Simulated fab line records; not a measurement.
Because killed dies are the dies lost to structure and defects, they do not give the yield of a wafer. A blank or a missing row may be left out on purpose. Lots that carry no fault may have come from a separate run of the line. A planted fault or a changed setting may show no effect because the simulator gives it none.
Which tool is to blame? | flow berkeley cmos170 | at 1 step of a route of 331, 14 lots with 42 wafers sampled

## WHAT THE GAUGES SHOWED, per wafer
UCB170_START_THK_MEAS_03. Usual: START_OXIDE_THK typically reads 19.9 nm, with standard deviation 0.42.
lot  | measured    | on            | START_OXIDE_THK (nm) | flag
L754 | day 1 19:48 | film metro-03 | 19.8 19.5 19.6       |
L756 | day 2 05:10 | film metro-01 | 19.8 20.0 20.1       |
L757 | day 2 10:11 | film metro-01 | 19.5 19.7 19.4       |
L760 | day 3 01:42 | film metro-01 | 19.8 19.9 19.9       |
L761 | day 3 08:05 | film metro-03 | 20.0 20.4 20.0       |
L762 | day 3 11:16 | film metro-01 | 20.2 20.5 20.6       |
L763 | day 3 18:31 | film metro-03 | 20.1 20.3 20.2       |
L765 | day 4 03:51 | film metro-01 | 19.2 19.5 19.6       |
L766 | day 4 07:18 | film metro-02 | 19.5 19.7 19.9       |
L767 | day 4 13:19 | film metro-03 | 19.1 19.0 18.9       |
L768 | day 4 18:31 | film metro-02 | 19.6 19.5 19.5       |
L769 | day 4 23:38 | film metro-03 | 19.8 19.9 19.7       |
L775 | day 6 04:43 | film metro-02 | 19.8 19.2 19.6       |
L776 | day 6 11:01 | film metro-02 | 19.8 19.8 19.9       |

## EACH LOT AND THE TOOL THAT RAN IT (in order: tool; ch and the chambers of the sampled wafers; start)
There is no process step in the record ahead of these readings.

## WHAT THE TOOLS THEMSELVES READ (means of the sampled wafers that have a number; where no wafer has one, the mark that the record gives instead)
The record holds no such reading with a usual standard deviation.

## THE ANSWER, worked out from the rows above alone
Rule: a lot is off if the mean of its wafers that have a number lies more than 3 standard deviations from the usual mean. A lot without any number at a reading at which 4 lots or more have one is off too. The other lots that the step has rows for count as sound. The gauges are gone through in route order, then the tools' own readings, and for those a lot's mean is taken as printed above. At the first step where some lot is off, the reading lying furthest off is the one used; lots without a number count as furthest.
No lot is off on any of the readings shown, so nothing can be concluded from this.

## WHAT THE SIMULATOR HAD INSERTED
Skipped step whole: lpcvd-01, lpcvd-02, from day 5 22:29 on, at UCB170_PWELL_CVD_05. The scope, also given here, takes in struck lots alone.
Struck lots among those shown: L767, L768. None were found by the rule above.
